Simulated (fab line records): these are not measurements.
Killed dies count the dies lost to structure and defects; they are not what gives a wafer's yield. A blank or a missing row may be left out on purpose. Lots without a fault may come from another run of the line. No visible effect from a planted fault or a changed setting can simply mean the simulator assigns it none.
Which tool did it? || flow berkeley_cmos170 || 7 lots, 21 wafers sampled, at 1 step of a route of 331

## WHAT THE GAUGES SHOWED, per wafer
UCB170_ACTIVE_OVL_MEAS_14.
{"lot": "L125", "measured": "day 4 22:32", "on": "overlay-02", "ACTIVE_OVL (nm)": "-1 5 7"}
{"lot": "L128", "measured": "day 4 22:50", "on": "overlay-01", "ACTIVE_OVL (nm)": "2 6 3"}
{"lot": "L130", "measured": "day 6 02:29", "on": "overlay-01", "ACTIVE_OVL (nm)": "-2 -3 0"}
{"lot": "L136", "measured": "day 7 03:40", "on": "overlay-02", "ACTIVE_OVL (nm)": "-7 -6 -5"}
{"lot": "L140", "measured": "day 8 15:46", "on": "overlay-02", "ACTIVE_OVL (nm)": "5 7 1"}
{"lot": "L147", "measured": "day 9 14:47", "on": "overlay-01", "ACTIVE_OVL (nm)": "3 1 2"}
{"lot": "L148", "measured": "day 10 06:59", "on": "overlay-02", "ACTIVE_OVL (nm)": "3 -2 -5"}

## WHAT TOOL EACH LOT RAN ON (gives the tool, then ch and the chambers of the sampled wafers, and finally the start)
The record shows no process step preceding these readings.

## THE ANSWER, worked out from the rows above alone
Rule: usual is defined by the lots themselves. The widest of any qualifying gaps counts: lots, ordered by their means at a reading, are off when they make up no more than a third of the lots, leave a main group of 4 or more, and stand apart from it by 3 or more times the standard deviation of that group's means. The tables above print the reading to a certain number of digits; a main group whose means all agree to those digits is not used. A lot without any number at a reading at which 4 lots or more have one is off too. Where the step has rows for the other lots, those lots are counted as sound.
No lot is off at any reading shown: from this, nothing can be told.

## WHAT THE SIMULATOR HAD INSERTED
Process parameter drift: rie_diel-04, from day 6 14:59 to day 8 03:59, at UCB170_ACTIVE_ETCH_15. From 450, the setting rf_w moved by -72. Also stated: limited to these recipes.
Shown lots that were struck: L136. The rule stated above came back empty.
